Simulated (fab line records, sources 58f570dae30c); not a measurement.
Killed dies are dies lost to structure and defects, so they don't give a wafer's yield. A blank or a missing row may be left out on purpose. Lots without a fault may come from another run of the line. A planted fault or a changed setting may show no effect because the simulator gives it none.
fab line records | flow berkeley_cmos170 | part 1 of 2: steps 1 to 24 of 33
record lots=5 wafers=15 last_day=14
route steps=331 shown SILICIDE@214 CONTACT@216 M1@238
lots that met no fault: from a run of the same line without faults
start_h: hours from the record's first day to the start of the lot's first wafer shown | wait_h: hours since the lot's step before | " the same as in the row above | L1.1+2: a row that stands for several wafers | - no value, or no start given | * or withheld: withheld | < > ~ a bound
route shown NAME@n: a module of which the file shows steps, and the number in the route of the first | usual: mean/standard deviation of fault-free wafers | same: alike in all rows | chamber/n: place in a boat | sites: the reading at each site | _std_site: their standard deviation | _edge_site: outer sites' mean less inner sites' | radius_mm: how far each site lies from the wafer's centre | mask NAME#n: copy n | behind: the tool/chamber that last shaped the wafer | hold: why the lot was held/for how many hours/how that ended | device: the transistor (n, p or np) that didn't switch | end of line: the same wafers' tests at the end of the route | a step without rows: its recipe alone | killed: dies lost to structure and defects at the first sort, not the wafer's yield | map: a wafer's dies, x killed, . not, _ none there
set.NAME: the setting as run; set.NAME@STEP: as run at that earlier step | model.NAME: the simulator's own value behind a step, which no gauge read
lots at some steps of the route; a table a step, a row a wafer
services: from which hour (start_h, from the record's first day; less than 0 if before it) a tool's chamber was out of use, for how many hours, and why
## steps
# step UCB170_SILICIDE_RTA_04
# recipe temp_c=650 time_s=15 ambient=N2
# usual lamp_power_pct=11.30/0.056 wafer_temp_C_max=651.8/0.43
# columns lot.wafer tool chamber start_h wait_h lamp_power_pct wafer_temp_C_max
L080.3 rtp_anneal-01 0 207.79 0.1 11.23 652.4
L080.4 " 0 " " 11.25 651.7
L080.5 " 0 " " 11.24 651.7
L082.2 rtp_anneal-02 0 215.46 0.1 11.38 651.7
L082.4 " 0 " " 11.36 651.8
L082.6 " 0 " " 11.36 652.5
L089.1 rtp_anneal-01 0 258.22 0.1 11.23 651.9
L089.4 " 0 " " 11.26 652.1
L089.5 " 0 " " 11.25 652.0
L090.1 rtp_anneal-01 0 265.56 0.1 11.22 651.6
L090.3 " 0 " " 11.24 651.3
L090.6 " 0 " " 11.24 651.8
L096.1 rtp_anneal-01 0 295.22 0.1 11.25 651.6
L096.2 " 0 " " 11.25 651.7
L096.3 " 0 " " 11.25 651.7
# step UCB170_SILICIDE_WET_ETCH_05
# recipe chemistry=SPM time_s=45 temp_c=120 target=Ti
# columns lot.wafer tool chamber start_h wait_h
L080.3+4+5 wet_bench-01 3 207.88 0.1
L082.2+4+6 wet_bench-01 3 215.52 0.1
L089.1+4+5 wet_bench-03 0 258.29 0.1
L090.1+3+6 wet_bench-03 3 265.63 0.1
L096.1+2+3 wet_bench-03 3 295.30 0.1
# step UCB170_CONTACT_CLEAN_00
# recipe chemistry=SPM temp_c=120 time_s=600
# columns lot.wafer tool chamber start_h wait_h
L080.3+4+5 wet_bench-01 0 207.91 0.0
L082.2+4+6 wet_bench-04 2 215.54 0.0
L089.1+4+5 wet_bench-01 1 258.31 0.0
L090.1+3+6 wet_bench-01 2 265.65 0.0
L096.1+2+3 wet_bench-03 0 295.32 0.0
# step UCB170_CONTACT_CVD_01
# recipe material=PSG target_thk_nm=700 temp_c=450 precursor=SiH4/O2/PH3 time_s=2820 pressure_mtorr=300 sih4_flow_sccm=60 o2_flow_sccm=90 ph3_flow_sccm=25
# columns lot.wafer tool chamber start_h wait_h
L080.3+4+5 lpcvd-02 0 208.15 0.1
L082.2+4+6 lpcvd-02 0 216.57 0.8
L089.1+4+5 lpcvd-02 0 260.00 1.5
L090.1+3+6 lpcvd-02 1 265.83 0.0
L096.1+2+3 lpcvd-02 1 295.49 0.0
# step UCB170_CONTACT_THK_MEAS_02
# recipe reads=PSG_of_CONTACT_CVD_01
# usual CONTACT_PSG_THK=702/8
# columns lot.wafer tool chamber start_h wait_h CONTACT_PSG_THK[nm]
L080.3 film_metro-04 - 209.95 0.0 704
L080.4 " - " " 703
L080.5 " - " " 708
L082.2 film_metro-02 - 219.26 0.0 701
L082.4 " - " " 708
L082.6 " - " " 709
L089.1 film_metro-02 - 262.67 0.0 691
L089.4 " - " " 695
L089.5 " - " " 690
L090.1 film_metro-04 - 268.50 0.0 695
L090.3 " - " " 699
L090.6 " - " " 700
L096.1 film_metro-03 - 298.17 0.0 691
L096.2 " - " " 686
L096.3 " - " " 687
# step UCB170_CONTACT_HMDS_03
# recipe prime_time_s=60 prime_temp_c=100
# usual chill_plate_temp_C=23.02/0.096 prime_temp_c=100.03/0.13
# columns lot.wafer tool chamber start_h wait_h chill_plate_temp_C prime_temp_c
L080.3 litho_track-02 0 210.32 0.4 23.10 100.12
L080.4 " 0 " " 23.01 100.19
L080.5 " 0 " " 22.85 100.07
L082.2 litho_track-02 0 219.33 0.1 22.86 99.98
L082.4 " 0 " " 22.97 100.04
L082.6 " 0 " " 23.06 100.06
L089.1 litho_track-02 0 262.79 0.1 22.96 100.14
L089.4 " 0 " " 23.05 100.06
L089.5 " 0 " " 22.96 100.04
L090.1 litho_track-01 0 268.85 0.3 22.97 100.11
L090.3 " 0 " " 23.09 100.04
L090.6 " 0 " " 23.01 100.27
L096.1 litho_track-03 0 298.23 0.1 23.11 100.04
L096.2 " 0 " " 23.05 100.11
L096.3 " 0 " " 23.26 100.06
# step UCB170_CONTACT_COAT_04
# recipe resist=KrF spin_rpm=1500 resist_thk_nm=900
# usual chill_plate_temp_C=22.99/0.1 dispense_pressure_kPa=48/4.3
# columns lot.wafer tool chamber start_h wait_h chill_plate_temp_C dispense_pressure_kPa
L080.3 litho_track-02 0 210.47 0.1 22.90 42
L080.4 " 0 " " 22.76 42
L080.5 " 0 " " 22.88 42
L082.2 litho_track-02 0 219.48 0.1 22.96 42
L082.4 " 0 " " 23.13 42
L082.6 " 0 " " 22.95 42
L089.1 litho_track-02 0 262.94 0.1 23.05 42
L089.4 " 0 " " 23.03 42
L089.5 " 0 " " 23.00 42
L090.1 litho_track-01 0 269.00 0.1 23.08 52
L090.3 " 0 " " 22.90 52
L090.6 " 0 " " 22.92 52
L096.1 litho_track-03 0 298.38 0.1 22.96 51
L096.2 " 0 " " 23.06 51
L096.3 " 0 " " 23.12 51
# step UCB170_CONTACT_SOFTBAKE_05
# recipe resist=KrF temp_c=130 time_s=60
# usual chill_plate_temp_C=23.00/0.11 plate_temp_C=130.02/0.13
# columns lot.wafer tool chamber start_h wait_h chill_plate_temp_C plate_temp_C
L080.3 litho_track-02 0 210.62 0.1 22.92 129.94
L080.4 " 0 " " 22.95 129.78
L080.5 " 0 " " 22.78 130.05
L082.2 litho_track-02 0 219.63 0.1 23.13 130.05
L082.4 " 0 " " 23.10 130.21
L082.6 " 0 " " 23.19 130.21
L089.1 litho_track-02 0 263.09 0.1 22.85 129.87
L089.4 " 0 " " 22.71 129.88
L089.5 " 0 " " 22.83 129.99
L090.1 litho_track-01 0 269.15 0.1 22.93 130.07
L090.3 " 0 " " 22.83 129.94
L090.6 " 0 " " 22.90 130.20
L096.1 litho_track-03 0 298.53 0.1 22.93 130.16
L096.2 " 0 " " 22.79 130.13
L096.3 " 0 " " 22.94 130.29
# step UCB170_CONTACT_STRIP_06
# recipe chemistry=O2 power_w=400 pressure_mtorr=3500 platen_temp_c=withheld o2_flow_sccm=400 overash_fraction=0.5
# usual drypump_motor_current_A=5.5/0.43 oes_product_au=0.735/0.004 strip_time_to_endpoint_s=22.01/0.074
# columns lot.wafer tool chamber start_h wait_h drypump_motor_current_A oes_product_au rf_hours_counter_h strip_time_to_endpoint_s
L080.3 plasma_asher-04 0 210.75 0.1 6.1 0.742 - 22.00
L080.4 " 1 " " 5.3 0.739 - 22.00
L080.5 " 0 " " 6.1 0.740 - 21.97
L082.2 plasma_asher-02 0 219.76 0.1 4.9 0.732 43 22.08
L082.4 " 0 " " 4.9 0.740 - 22.10
L082.6 " 0 " " 4.9 0.730 - 22.05
L089.1 plasma_asher-02 1 263.24 0.1 5.8 0.738 48 21.99
L089.4 " 1 " " 5.8 0.733 - 22.04
L089.5 " 1 " " 5.9 0.741 - 22.07
L090.1 plasma_asher-04 1 269.30 0.1 5.3 0.736 53 21.86
L090.3 " 1 " " 5.3 0.734 - 21.92
L090.6 " 1 " " 5.3 0.734 - 21.88
L096.1 plasma_asher-02 0 298.68 0.1 4.9 0.737 52 22.11
L096.2 " 1 " " 5.8 0.734 52 22.13
L096.3 " 1 " " 5.9 0.733 - 22.09
# step UCB170_CONTACT_CLEAN_07
# recipe chemistry=SPM temp_c=120 time_s=600
# columns lot.wafer tool chamber start_h wait_h
L080.3+4+5 wet_bench-01 1 210.96 0.2
L082.2+4+6 wet_bench-04 1 220.90 1.1
L089.1+4+5 wet_bench-04 2 263.34 0.1
L090.1+3+6 wet_bench-03 2 269.40 0.1
L096.1+2+3 wet_bench-01 2 298.78 0.1
# step UCB170_CONTACT_RTA_08
# recipe temp_c=900 time_s=10 ambient=N2
# usual lamp_power_pct=26.35/0.13 wafer_temp_C_max=902.6/0.64
# columns lot.wafer tool chamber start_h wait_h lamp_power_pct wafer_temp_C_max
L080.3 rtp_anneal-02 0 211.16 0.0 26.47 903.6
L080.4 " 0 " " 26.46 903.0
L080.5 " 0 " " 26.47 903.6
L082.2 rtp_anneal-02 0 221.26 0.0 26.46 902.8
L082.4 " 0 " " 26.49 902.4
L082.6 " 0 " " 26.52 902.3
L089.1 rtp_anneal-01 0 263.52 0.0 26.26 902.7
L089.4 " 0 " " 26.21 902.5
L089.5 " 0 " " 26.22 902.4
L090.1 rtp_anneal-02 0 269.57 0.0 26.51 902.5
L090.3 " 0 " " 26.47 901.8
L090.6 " 0 " " 26.50 903.4
L096.1 rtp_anneal-02 0 298.95 0.0 26.50 901.9
L096.2 " 0 " " 26.49 903.4
L096.3 " 0 " " 26.46 901.6
# step UCB170_CONTACT_COAT_09
# recipe resist=BARC temp_c=withheld time_s=withheld spin_rpm=3000 resist_thk_nm=withheld
# usual chill_plate_temp_C=* dispense_pressure_kPa=49/4.1
# columns lot.wafer tool chamber start_h wait_h chill_plate_temp_C dispense_pressure_kPa
L080.3 litho_track-03 0 211.25 0.1 * 51
L080.4 " 0 " " * 51
L080.5 " 0 " " * 51
L082.2 litho_track-03 0 221.34 0.1 * 51
L082.4 " 0 " " * 51
L082.6 " 0 " " * 51
L089.1 litho_track-02 0 263.58 0.1 * 42
L089.4 " 0 " " * 42
L089.5 " 0 " " * 42
L090.1 litho_track-01 0 270.02 0.4 * 52
L090.3 " 0 " " * 52
L090.6 " 0 " " * 52
L096.1 litho_track-01 0 299.02 0.1 * 52
L096.2 " 0 " " * 52
L096.3 " 0 " " * 52
# step UCB170_CONTACT_COAT_10
# recipe resist=KrF spin_rpm=1500 resist_thk_nm=900
# usual chill_plate_temp_C=22.99/0.094 dispense_pressure_kPa=49/4.1
# columns lot.wafer tool chamber start_h wait_h chill_plate_temp_C dispense_pressure_kPa
L080.3 litho_track-03 0 - - 23.07 51
L080.4 " 0 " " 23.00 51
L080.5 " 0 " " 23.04 51
L082.2 litho_track-03 0 - - 22.88 51
L082.4 " 0 " " 23.03 51
L082.6 " 0 " " 23.12 51
L089.1 litho_track-02 0 - - 23.06 42
L089.4 " 0 " " 23.09 42
L089.5 " 0 " " 23.02 42
L090.1 litho_track-01 0 - - 23.05 52
L090.3 " 0 " " 23.00 52
L090.6 " 0 " " 23.13 52
L096.1 litho_track-01 0 - - 23.00 52
L096.2 " 0 " " 22.96 52
L096.3 " 0 " " 23.12 52
# step UCB170_CONTACT_SOFTBAKE_11
# recipe resist=KrF temp_c=130 time_s=60
# usual chill_plate_temp_C=22.98/0.091 plate_temp_C=129.96/0.15
# columns lot.wafer tool chamber start_h wait_h chill_plate_temp_C plate_temp_C
L080.3 litho_track-03 0 - - 22.92 129.66
L080.4 " 0 " " 22.89 129.84
L080.5 " 0 " " 22.96 129.79
L082.2 litho_track-03 0 - - 23.07 129.90
L082.4 " 0 " " 23.03 129.87
L082.6 " 0 " " 22.90 130.02
L089.1 litho_track-02 0 - - 23.03 129.83
L089.4 " 0 " " 23.04 129.98
L089.5 " 0 " " 23.07 129.84
L090.1 litho_track-01 0 - - 23.02 129.95
L090.3 " 0 " " 23.00 129.93
L090.6 " 0 " " 22.94 130.05
L096.1 litho_track-01 0 - - 22.98 129.80
L096.2 " 0 " " 22.77 129.69
L096.3 " 0 " " 23.07 129.92
# step UCB170_CONTACT_EXPOSE_12
# recipe mask_id=CONT target_cd_nm=700 na=0.5 sigma_outer=0.6 source_shape=conventional dose_mj=35
# usual exposure_dose_mJ_cm2=34.99/0.037 reticle_temp_C=22.99/0.097
# columns lot.wafer tool chamber start_h wait_h mask exposure_dose_mJ_cm2 reticle_temp_C
L080.3 krf_scanner-02 0 211.81 - CONT#0 34.96 23.10
L080.4 " 0 " " CONT#0 35.01 23.08
L080.5 " 0 " " CONT#0 34.96 23.05
L082.2 krf_scanner-01 0 222.03 - CONT#0 34.98 22.99
L082.4 " 0 " " CONT#0 35.00 23.05
L082.6 " 0 " " CONT#0 34.98 23.15
L089.1 krf_scanner-02 0 264.36 - CONT#0 34.97 22.91
L089.4 " 0 " " CONT#0 34.98 22.88
L089.5 " 0 " " CONT#0 34.99 22.91
L090.1 krf_scanner-01 0 270.60 - CONT#0 35.04 22.95
L090.3 " 0 " " CONT#0 35.08 22.89
L090.6 " 0 " " CONT#0 34.99 23.02
L096.1 krf_scanner-02 0 299.60 - CONT#0 34.91 23.01
L096.2 " 0 " " CONT#0 34.97 22.98
L096.3 " 0 " " CONT#0 34.99 22.78
# step UCB170_CONTACT_PEB_13
# recipe peb_temp_c=130 peb_time_s=withheld resist=KrF
# usual chill_plate_temp_C=23.01/0.1 plate_temp_C=130.01/0.14
# columns lot.wafer tool chamber start_h wait_h chill_plate_temp_C plate_temp_C
L080.3 litho_track-02 0 211.94 0.1 22.88 130.21
L080.4 " 0 " " 22.88 130.04
L080.5 " 0 " " 23.06 129.77
L082.2 litho_track-01 0 222.62 0.6 22.82 129.92
L082.4 " 0 " " 22.96 130.14
L082.6 " 0 " " 23.08 130.07
L089.1 litho_track-02 0 264.48 0.1 22.86 130.04
L089.4 " 0 " " 22.95 129.93
L089.5 " 0 " " 22.79 130.04
L090.1 litho_track-01 0 271.00 0.4 23.04 129.91
L090.3 " 0 " " 22.90 129.96
L090.6 " 0 " " 22.89 130.02
L096.1 litho_track-03 0 299.71 0.1 23.09 130.16
L096.2 " 0 " " 22.85 129.93
L096.3 " 0 " " 23.02 130.15
# step UCB170_CONTACT_DEVELOP_14
# recipe developer=TMAH develop_time_s=45 resist=KrF dev_temp_c=21
# usual chill_plate_temp_C=22.99/0.1
# columns lot.wafer tool chamber start_h wait_h chill_plate_temp_C
L080.3 litho_track-02 0 - - 23.02
L080.4 " 0 " " 23.02
L080.5 " 0 " " 23.07
L082.2 litho_track-01 0 - - 22.98
L082.4 " 0 " " 23.05
L082.6 " 0 " " 22.89
L089.1 litho_track-02 0 - - 23.02
L089.4 " 0 " " 23.03
L089.5 " 0 " " 22.90
L090.1 litho_track-01 0 - - 23.05
L090.3 " 0 " " 22.91
L090.6 " 0 " " 22.79
L096.1 litho_track-03 0 - - 23.17
L096.2 " 0 " " 23.07
L096.3 " 0 " " 23.01
# step UCB170_CONTACT_CD_MEAS_15
# recipe target_cd_nm=700
# usual cd_nm=699.6/1.3
# columns lot.wafer tool chamber start_h wait_h cd_nm
L080.3 cd_sem-01 - 212.21 - 698.7
L080.4 " - " " 700.7
L080.5 " - " " 699.7
L082.2 cd_sem-01 - 222.89 - 698.7
L082.4 " - " " 697.3
L082.6 " - " " 697.0
L089.1 cd_sem-01 - 264.75 - 700.9
L089.4 " - " " 700.4
L089.5 " - " " 701.1
L090.1 cd_sem-02 - 271.27 - 697.0
L090.3 " - " " 698.8
L090.6 " - " " 698.9
L096.1 cd_sem-02 - 299.99 - 699.3
L096.2 " - " " 699.7
L096.3 " - " " 699.7
# step UCB170_CONTACT_OVL_MEAS_16
# usual CONTACT_OVL=2/4.8
# columns lot.wafer tool chamber start_h wait_h CONTACT_OVL[nm]
L080.3 overlay-01 - 212.30 0.1 11
L080.4 " - " " 2
L080.5 " - " " 5
L082.2 overlay-01 - 222.99 0.1 3
L082.4 " - " " -2
L082.6 " - " " 3
L089.1 overlay-02 - 264.87 0.1 4
L089.4 " - " " 3
L089.5 " - " " 2
L090.1 overlay-02 - 271.39 0.1 4
L090.3 " - " " -2
L090.6 " - " " 1
L096.1 overlay-02 - 300.11 0.1 5
L096.2 " - " " 1
L096.3 " - " " 3
# step UCB170_CONTACT_ETCH_17
# recipe chemistry=N2/H2 target_depth_a=withheld overetch_a=withheld target=BARC time_s=withheld source_w=500 bias_w=100 pressure_mtorr=30 n2_flow_sccm=100 h2_flow_sccm=200
# usual drypump_motor_current_A=6.0/0.45 oes_product_au=1.003/0.02 throttle_valve_pct=13.26/0.16
# columns lot.wafer tool chamber start_h wait_h drypump_motor_current_A oes_product_au throttle_valve_pct
L080.3 rie_diel-03 3 212.32 0.0 5.5 0.980 13.26
L080.4 " 2 " " 6.4 1.029 13.18
L080.5 " 2 " " 6.4 1.028 13.17
L082.2 rie_diel-03 0 223.02 0.0 5.1 0.989 13.38
L082.4 " 3 " " 5.5 0.995 13.26
L082.6 " 2 " " 6.4 1.037 13.15
L089.1 rie_diel-01 0 264.91 0.0 6.4 1.002 12.97
L089.4 " 1 " " 5.5 0.993 13.07
L089.5 " 1 " " 5.5 0.988 13.09
L090.1 rie_diel-03 0 271.43 0.0 5.1 0.988 13.38
L090.3 " 3 " " 5.5 0.990 13.26
L090.6 " 2 " " 6.4 1.006 13.17
L096.1 rie_diel-02 2 300.14 0.0 6.2 1.009 13.25
L096.2 " 1 " " 6.5 1.017 13.19
L096.3 " 0 " " 6.1 0.999 13.41
# step UCB170_CONTACT_ETCH_18
# recipe chemistry=CHF3/CF4/Ar target=PSG stop_on=TiSi2 CHF3_flow_sccm=45 cf4_flow_sccm=15 Ar_flow_sccm=150 pressure_mtorr=200 rf_w=700 target_depth_a=8400 over_etch_frac=0.2 time_s=195
# usual drypump_motor_current_A=6.0/0.45 oes_product_au=0.896/0.012 throttle_valve_pct=6.91/0.1
# columns lot.wafer tool chamber start_h wait_h drypump_motor_current_A oes_product_au rf_hours_counter_h throttle_valve_pct
L080.3 rie_diel-03 3 - - 5.5 0.887 4 6.90
L080.4 " 2 " " 6.4 0.914 138 6.90
L080.5 " 2 " " 6.4 0.908 - 6.91
L082.2 rie_diel-03 0 - - 5.1 0.884 21 7.02
L082.4 " 3 " " 5.5 0.890 4 6.88
L082.6 " 2 " " 6.4 0.914 - 6.91
L089.1 rie_diel-01 0 - - 6.4 0.876 109 6.78
L089.4 " 1 " " 5.5 0.903 46 6.80
L089.5 " 1 " " 5.5 0.903 - 6.81
L090.1 rie_diel-03 0 - - 5.1 0.890 24 7.04
L090.3 " 3 " " 5.5 0.881 7 6.91
L090.6 " 2 " " 6.4 0.871 - 6.90
L096.1 rie_diel-02 2 - - 6.2 0.898 124 6.98
L096.2 " 1 " " 6.5 0.888 10 6.82
L096.3 " 0 " " 6.1 0.892 92 6.91
# step UCB170_CONTACT_STRIP_19
# recipe chemistry=O2 power_w=400 pressure_mtorr=3500 platen_temp_c=withheld o2_flow_sccm=400 overash_fraction=0.5
# usual drypump_motor_current_A=5.5/0.41 oes_product_au=0.726/0.0045
# columns lot.wafer tool chamber start_h wait_h drypump_motor_current_A oes_product_au rf_hours_counter_h
L080.3 plasma_asher-03 1 212.52 - 5.8 0.733 -
L080.4 " 0 " " 5.1 0.716 -
L080.5 " 0 " " 5.1 0.727 -
L082.2 plasma_asher-03 0 223.19 - 5.1 0.732 49
L082.4 " 1 " " 5.8 0.726 -
L082.6 " 0 " " 5.1 0.734 -
L089.1 plasma_asher-03 1 265.08 - 5.8 0.726 54
L089.4 " 0 " " 5.1 0.721 -
L089.5 " 1 " " 5.8 0.733 -
L090.1 plasma_asher-04 1 271.59 - 5.3 0.726 54
L090.3 " 1 " " 5.3 0.727 -
L090.6 " 1 " " 5.3 0.738 -
L096.1 plasma_asher-04 0 300.31 - 6.1 0.728 58
L096.2 " 1 " " 5.3 0.727 58
L096.3 " 1 " " 5.3 0.735 -
# step UCB170_CONTACT_CD_MEAS_90
# recipe target_cd_nm=700
# usual cd_nm=699.7/1.6
# columns lot.wafer tool chamber start_h wait_h cd_nm
L080.3 cd_sem-02 - 212.63 0.1 699.6
L080.4 " - " " 700.4
L080.5 " - " " 699.4
L082.2 cd_sem-01 - 223.31 0.1 699.6
L082.4 " - " " 697.9
L082.6 " - " " 697.3
L089.1 cd_sem-01 - 265.18 0.1 700.7
L089.4 " - " " 701.6
L089.5 " - " " 702.2
L090.1 cd_sem-01 - 271.69 0.1 697.8
L090.3 " - " " 698.2
L090.6 " - " " 699.8
L096.1 cd_sem-02 - 300.41 0.1 697.2
L096.2 " - " " 700.2
L096.3 " - " " 700.7
# step UCB170_CONTACT_CLEAN_20
# recipe chemistry=SPM temp_c=120 time_s=600
# columns lot.wafer tool chamber start_h wait_h
L080.3+4+5 wet_bench-04 2 212.71 0.1
L082.2+4+6 wet_bench-03 0 224.12 0.8
L089.1+4+5 wet_bench-01 1 265.30 0.1
L090.1+3+6 wet_bench-04 2 271.81 0.1
L096.1+2+3 wet_bench-01 1 300.53 0.1
